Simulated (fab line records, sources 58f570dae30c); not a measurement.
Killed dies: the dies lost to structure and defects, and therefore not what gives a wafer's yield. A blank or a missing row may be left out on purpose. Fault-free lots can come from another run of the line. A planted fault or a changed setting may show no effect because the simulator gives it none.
Comparing a struck lot with a sound one | flow berkeleyCmos170 | 26 out of 331 route steps
Sound: the wafers L685.2, L685.3, L685.6. The struck wafers were L683.1, L683.3, L683.5. Last of all comes the cause.
For every step that has rows: the tool of each side, followed by ch and its chambers, followed by its first start. Under that, the readings that differ: sound wafers | struck wafers | difference of the means | sigmas: that difference in standard deviations of wafers without a fault.
alike: same words and numbers on both sides, and readings whose means sit less than 2 such deviations apart. not compared: any withheld reading, any reading some wafer has no value for, any bound like >300 that may hide the same value, and any number with overlapping values for which the record gives no deviation.
Wherever a step has rows on one side only, a row that says differs or no value, or a row with sigmas, the two part there. Numbers that don't overlap but have no deviation are shown without sigmas and don't part them. A reading missing from all wafers of one side parts the sides only when that side holds two or more wafers.

first, 4 steps without rows for these wafers: UCB170_M2_SOFTBAKE_11 (time 60 s); UCB170_M2_EXPOSE_12 (exposes mask METAL2, target cd 700 nm); UCB170_M2_PEB_13; UCB170_M2_DEVELOP_14 (develop time 45 s).
UCB170_M2_CD_MEAS_15: the cd target is 700 nm.
  sound on cdSem-02, day 9 17:10; struck on cdSem-01, day 9 17:11
  alike: cdNm
UCB170_M2_OVL_MEAS_16:
  sound on overlay-02, day 9 17:16; struck on overlay-01, day 9 17:18
  alike: M2_OVL
UCB170_M2_ETCH_17: etches BARC in N2/H2.
  sound on rieDiel-04 ch 0,2,3, day 9 17:18; struck on rieDiel-03 ch 0,1, day 9 17:20
  alike: chamberPressureMTorr, drypumpMotorCurrentA, oesProductAu, throttleValvePct
UCB170_M2_METAL_ETCH_18: etches Al in Cl2/BCl3, stops on SiO2, target depth 1170 nm, time 195 s.
  sound on rieMetal-04 ch 0,1, day 9 17:20; struck on rieMetal-02 ch 0,1, day 9 17:23
  alike: chamberPressureMTorr, drypumpMotorCurrentA, oesProductAu, throttleValvePct
  not compared: rfHoursCounterH
UCB170_M2_STRIP_19: strips in O2.
  sound on plasmaAsher-03 ch 1, day 9 17:32; struck on plasmaAsher-02 ch 0, day 9 17:34
  alike: chamberPressureMTorr, drypumpMotorCurrentA, oesProductAu
  not compared: rfHoursCounterH
UCB170_M2_CD_MEAS_90: the cd target is 700 nm.
  sound on cdSem-02, day 9 17:39; struck on cdSem-01, day 9 17:40
  alike: cdNm
UCB170_V2_CVD_00: deposits SiO2 from TEOS/O2, target thk 2000 nm, time 250 s.
  sound on pecvd-04 ch 0,2, day 9 17:45; struck on pecvd-02 ch 0,1,2, day 9 17:47
  alike: heaterPowerW
UCB170_V2_THK_MEAS_01:
  sound on filmMetro-04, day 9 17:55; struck on filmMetro-03, day 9 17:56
reading          | sound          | struck         | difference | sigmas
V2_TEOS_THK (nm) | 1945 1920 1974 | 1996 1997 2033 | +62        | +3
UCB170_V2_CMP_02: polishes SiO2.
  sound on cmp-01 ch 0,2, day 9 17:58; struck on cmp-02 ch 0,2, day 9 18:00
  no value came back on the struck wafers for edgeZonePressureFrac, headPressurePsi (psi), motorCurrentA (A); on the sound wafers edgeZonePressureFrac reads 0.999 0.996 0.994
reading                            | sound          | struck         | difference | sigmas
model.SiO2_of_V2_CVD_00.thkNm (nm) | 998.6 999 1000 | 1997 1996 2033 | +1009      | 
UCB170_V2_BOW_MEAS_03:
  sound on filmMetro-03, day 9 18:17; struck on filmMetro-04, day 9 18:18
reading     | sound    | struck   | difference | sigmas
V2_BOW (um) | 40 39 32 | 42 66 64 | +20        | +2
UCB170_V2_THK_MEAS_04:
  sound on filmMetro-03, day 9 18:24; struck on filmMetro-04, day 9 18:25
reading              | sound              | struck               | difference | sigmas
V2_POLISHED_THK (nm) | 999.4 998.5 1000.0 | 1995.5 1996.4 2034.2 | +1009.4    | +99 or more
then, 7 steps without rows for these wafers: UCB170_V2_CLEAN_05 (cleans in DIW); UCB170_V2_HMDS_06 (prime time 60 s); UCB170_V2_COAT_07 (resist thk 900 nm); UCB170_V2_SOFTBAKE_08 (time 60 s); UCB170_V2_EXPOSE_09 (exposes mask VIA2, target cd 700 nm); UCB170_V2_PEB_10; UCB170_V2_DEVELOP_11 (develop time 45 s).
UCB170_V2_CD_MEAS_12: the cd target is 700 nm.
  sound on cdSem-01, day 9 19:55; struck on cdSem-02, day 9 19:59
  alike: cdNm
UCB170_V2_OVL_MEAS_13:
  sound on overlay-01, day 9 20:02; struck on overlay-02, day 9 20:06
  alike: V2_OVL
UCB170_V2_ETCH_14: etches SiO2 in CHF3/CF4/Ar, stops on Al, target depth 1250 nm, time 291 s.
  sound on rieDiel-04 ch 1,3, day 9 20:04; struck on rieDiel-02 ch 0,1,3, day 9 20:08
reading                      | sound             | struck            | difference | sigmas
oesProductAu (a.u.)          | 0.867 0.887 0.892 | 1.624 1.639 1.609 | +0.742     | +67
model.etch.depthNm (nm)      | 998.6 999 1000    | 1255 1255 1238    | +250       | 
model.V2.featureDepthNm (nm) | 999.2 999.5 1001  | 1255 1255 1238    | +249       | 
  alike: chamberPressureMTorr, drypumpMotorCurrentA, throttleValvePct
  not compared: rfHoursCounterH
UCB170_V2_STRIP_15: strips in O2.
  sound on plasmaAsher-04 ch 0, day 9 20:14; struck on plasmaAsher-03 ch 0,1, day 9 20:19
  alike: chamberPressureMTorr, drypumpMotorCurrentA, oesProductAu, stripTimeToEndpointS
  not compared: rfHoursCounterH

WHERE THEY PART
At UCB170_V2_THK_MEAS_01 first; at UCB170_V2_ETCH_14 last (within this record only). Later steps at which nothing parts them and some readings are alike: UCB170_V2_STRIP_15.

WHY: the cause the simulator had injected
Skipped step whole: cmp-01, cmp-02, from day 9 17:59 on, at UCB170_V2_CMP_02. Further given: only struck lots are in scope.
